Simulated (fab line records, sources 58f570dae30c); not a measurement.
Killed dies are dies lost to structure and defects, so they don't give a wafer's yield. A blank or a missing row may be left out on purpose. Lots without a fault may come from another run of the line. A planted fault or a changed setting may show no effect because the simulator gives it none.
Which tool did it? | flow berkeley_cmos170 | 14 lots, 40 wafers sampled, at 5 steps of a route of 331

WHAT THE GAUGES READ, wafer by wafer
UCB170_SPACER_THK_MEAS_01. Usual: SPACER_TEOS_THK 376 nm, standard deviation 4.4.
lot  | measured     | on            | SPACER_TEOS_THK (nm) | flag
L675 | day 7 05:38  | film_metro-04 | 371 383 375          |
L673 | day 7 06:00  | film_metro-02 | 382 384 386          |
L676 | day 7 10:49  | film_metro-02 | 371 379 377          |
L674 | day 7 11:26  | film_metro-01 | 369 371 373          |
L681 | day 8 21:53  | film_metro-01 | 372 379 377          |
L682 | day 8 22:02  | film_metro-04 | 375 370 379          |
L685 | day 9 19:37  | film_metro-02 | 419                  | OFF
L687 | day 10 09:49 | film_metro-04 | 374 416 380          | OFF
L688 | day 10 09:49 | film_metro-02 | 373 371 380          |
L689 | day 10 09:50 | film_metro-01 | 377 375 381          |
L690 | day 10 18:02 | film_metro-04 | 370 374 379          |
L691 | day 10 18:12 | film_metro-01 | 376 377 378          |
L693 | day 11 02:41 | film_metro-04 | 370 371 375          |
L696 | day 12 05:52 | film_metro-01 | 378 379 382          |

UCB170_V1_OVL_MEAS_13. Usual: V1_OVL 5 nm, standard deviation 6.4.
lot  | measured     | on         | V1_OVL (nm) | flag
L675 | day 8 06:27  | overlay-02 | 1 4 3       |
L673 | day 8 04:21  | overlay-02 | -10 -4 -2   |
L676 | day 8 07:43  | overlay-01 | 6 -2 2      |
L674 | day 8 09:53  | overlay-01 | 9 14 0      |
L681 | day 9 18:49  | overlay-02 | -1 5 6      |
L682 | day 9 22:23  | overlay-02 | -10 -9 1    |
L685 | day 10 21:01 | overlay-02 | 7           |
L687 | day 11 12:13 | overlay-01 | 4 7 -5      |
L688 | day 11 09:49 | overlay-01 | 1 -3 8      |
L689 | day 11 08:15 | overlay-02 | 6 5 0       |
L690 | day 11 17:43 | overlay-01 | 1 14 4      |
L691 | day 11 18:45 | overlay-01 | -2 18 7     |
L693 | day 12 02:50 | overlay-02 | 8 -3 9      |
L696 | day 13 04:33 | overlay-01 | 2 -6 9      |

WHICH TOOL RAN EACH LOT (tool, then ch and the chambers of the sampled wafers, then the start)
lot  | UCB170_SPACER_CVD_00            | UCB170_SPACER_ETCHBACK_03          | UCB170_BACKSIDE_STRIP_03
L675 | pecvd-01 ch 0,1,2, day 7 05:35  | rie_diel-03 ch 0,2,3, day 7 12:32  | plasma_asher-03 ch 0,1, day 7 17:35
L673 | pecvd-02 ch 0,1,2, day 7 05:56  | rie_diel-04 ch 0,3, day 7 12:32    | plasma_asher-03 ch 0,1, day 7 17:09
L676 | pecvd-01 ch 0,2, day 7 10:47    | rie_diel-04 ch 1,3, day 7 12:37    | plasma_asher-01 ch 0,1, day 7 18:41
L674 | pecvd-01 ch 0,1,2, day 7 11:23  | rie_diel-04 ch 0,1, day 7 17:13    | plasma_asher-01 ch 0,1, day 7 22:17
L681 | pecvd-02 ch 1,2, day 8 21:46    | rie_diel-03 ch 1,3, day 9 04:04    | plasma_asher-04 ch 0,1, day 9 07:59
L682 | pecvd-04 ch 0,2, day 8 21:59    | rie_diel-04 ch 0,1,3, day 9 04:04  | plasma_asher-03 ch 0,1, day 9 08:10
L685 | pecvd-02 ch 0, day 9 19:34      | rie_diel-04 ch 0, day 10 00:42     | plasma_asher-01 ch 0, day 10 06:56
L687 | pecvd-02 ch 0,2, day 10 09:46   | rie_diel-03 ch 0,1,2, day 10 16:34 | plasma_asher-04 ch 0,1, day 10 20:48
L688 | pecvd-04 ch 0,2, day 10 09:46   | rie_diel-04 ch 0,3, day 10 16:34   | plasma_asher-01 ch 0,1, day 10 20:34
L689 | pecvd-01 ch 0,1,2, day 10 09:47 | rie_diel-01 ch 1,2,3, day 10 16:34 | plasma_asher-03 ch 0,1, day 10 20:20
L690 | pecvd-01 ch 0,1,2, day 10 17:59 | rie_diel-04 ch 0,1, day 11 01:35   | plasma_asher-03 ch 0,1, day 11 06:20
L691 | pecvd-04 ch 0,1,2, day 10 18:09 | rie_diel-03 ch 0,1,2, day 11 01:35 | plasma_asher-04 ch 0,1, day 11 06:42
L693 | pecvd-01 ch 0,1,2, day 11 02:38 | rie_diel-03 ch 0,2,3, day 11 07:49 | plasma_asher-04 ch 0,1, day 11 13:25
L696 | pecvd-01 ch 0,1,2, day 12 05:49 | rie_diel-01 ch 1,3, day 12 12:05   | plasma_asher-04 ch 0,1, day 12 16:21
- UCB170_SPACER_CVD_00: deposits SiO2 from TEOS/O2, target thk 376 nm, time 47 s.
- UCB170_SPACER_ETCHBACK_03: etches SiO2 in CHF3/CF4/Ar, stops on Si, target depth 376 nm, time 100 s.
- UCB170_BACKSIDE_STRIP_03: strips in O2.

WHAT THE TOOLS THEMSELVES READ (means of the sampled wafers that have a number; where no wafer has one, the mark that the record gives instead)
UCB170_SPACER_CVD_00. Usual: heater_power_w 281 W, standard deviation 52; rf_fwd_power_W 544.7 W, standard deviation 1.7.
lot  | tool     | heater_power_w (W) | rf_fwd_power_W (W) | flag
L675 | pecvd-01 | 278                | 542.8              |
L673 | pecvd-02 | 217                | 546.6              |
L676 | pecvd-01 | 268                | 544.7              |
L674 | pecvd-01 | 277                | 543.5              |
L681 | pecvd-02 | 316                | 545.9              |
L682 | pecvd-04 | 328                | 544.3              |
L685 | pecvd-02 | 115                | 767.5              | OFF
L687 | pecvd-02 | 278                | 617.2              | OFF
L688 | pecvd-04 | 388                | 542.9              |
L689 | pecvd-01 | 273                | 544.8              |
L690 | pecvd-01 | 287                | 544.4              |
L691 | pecvd-04 | 321                | 545.4              |
L693 | pecvd-01 | 252                | 544.8              |
L696 | pecvd-01 | 260                | 544.3              |

UCB170_SPACER_ETCHBACK_03. Usual: drypump_motor_current_A 5.7 A, standard deviation 0.46; oes_product_au 0.897 a.u., standard deviation 0.017; throttle_valve_pct 6.53 %, standard deviation 0.14.
lot  | tool        | drypump_motor_current_A (A) | oes_product_au (a.u.) | throttle_valve_pct (%) | flag
L675 | rie_diel-03 | 5.9                         | 0.906                 | 6.46                   |
L673 | rie_diel-04 | 5.7                         | 0.902                 | 6.46                   |
L676 | rie_diel-04 | 5.8                         | 0.908                 | 6.56                   |
L674 | rie_diel-04 | 5.9                         | 0.880                 | 6.45                   |
L681 | rie_diel-03 | 6.5                         | 0.906                 | 6.66                   |
L682 | rie_diel-04 | 5.8                         | 0.882                 | 6.51                   |
L685 | rie_diel-04 | 5.7                         | 0.947                 | 6.41                   |
L687 | rie_diel-03 | 5.9                         | 0.923                 | 6.45                   |
L688 | rie_diel-04 | 5.6                         | 0.895                 | 6.52                   |
L689 | rie_diel-01 | 5.6                         | 0.888                 | 6.58                   |
L690 | rie_diel-04 | 6.1                         | 0.881                 | 6.51                   |
L691 | rie_diel-03 | 5.9                         | 0.899                 | 6.47                   |
L693 | rie_diel-03 | 5.9                         | 0.906                 | 6.46                   |
L696 | rie_diel-01 | 5.6                         | 0.895                 | 6.62                   |

UCB170_BACKSIDE_STRIP_03. Usual: drypump_motor_current_A 5.7 A, standard deviation 0.41; oes_product_au 0.734 a.u., standard deviation 0.0046; strip_time_to_endpoint_s 22.00 s, standard deviation 0.063.
lot  | tool            | drypump_motor_current_A (A) | oes_product_au (a.u.) | strip_time_to_endpoint_s (s) | flag
L675 | plasma_asher-03 | 6.0                         | 0.735                 | 22.00                        |
L673 | plasma_asher-03 | 6.2                         | 0.731                 | 22.12                        |
L676 | plasma_asher-01 | 5.4                         | 0.736                 | 21.93                        |
L674 | plasma_asher-01 | 5.4                         | 0.733                 | 21.93                        |
L681 | plasma_asher-04 | 5.5                         | 0.734                 | 21.98                        |
L682 | plasma_asher-03 | 6.0                         | 0.731                 | 21.91                        |
L685 | plasma_asher-01 | 5.8                         | 0.736                 | 22.04                        |
L687 | plasma_asher-04 | 5.5                         | 0.739                 | 21.94                        |
L688 | plasma_asher-01 | 5.6                         | 0.738                 | 22.03                        |
L689 | plasma_asher-03 | 6.2                         | 0.726                 | 21.94                        |
L690 | plasma_asher-03 | 6.0                         | 0.734                 | 22.08                        |
L691 | plasma_asher-04 | 5.7                         | 0.735                 | 22.05                        |
L693 | plasma_asher-04 | 5.7                         | 0.736                 | 22.02                        |
L696 | plasma_asher-04 | 5.7                         | 0.734                 | 22.02                        |

THE ANSWER, worked out from the rows above alone
Rule: a lot is off if the mean of its wafers that have a number lies more than 3 standard deviations from the usual mean. A lot without any number at a reading at which 4 lots or more have one is off too. The other lots that the step has rows for count as sound. The gauges are gone through in route order, then the tools' own readings, and for those a lot's mean is taken as printed above. The first step at which some lot is off is used, and at that step the reading that is off furthest; a lot without a number counts as furthest.
Off: L685, L687, at UCB170_SPACER_THK_MEAS_01 (SPACER_TEOS_THK).
A tool fits if, at a process step before that reading, it ran every lot that is off, and no sound lot after the first of them. The gauges at UCB170_SPACER_THK_MEAS_01 aren't tried: what is off there is off at UCB170_SPACER_CVD_00 too, on other tools, and a gauge's error can't cause that. One fits: pecvd-02 at UCB170_SPACER_CVD_00. Its last sound lot is L681 (day 8 21:46), its first lot that is off L685 (day 9 19:34): a fault that began between those two fits.
The tool's own readings at UCB170_SPACER_CVD_00 bear it out: on the lots that are off they differ by more than 5 times the standard deviation of the sound lots' means. rf_fwd_power_W reads 692.4 W there against 544.5 W on the sound lots.

WHAT THE SIMULATOR HAD PUT IN
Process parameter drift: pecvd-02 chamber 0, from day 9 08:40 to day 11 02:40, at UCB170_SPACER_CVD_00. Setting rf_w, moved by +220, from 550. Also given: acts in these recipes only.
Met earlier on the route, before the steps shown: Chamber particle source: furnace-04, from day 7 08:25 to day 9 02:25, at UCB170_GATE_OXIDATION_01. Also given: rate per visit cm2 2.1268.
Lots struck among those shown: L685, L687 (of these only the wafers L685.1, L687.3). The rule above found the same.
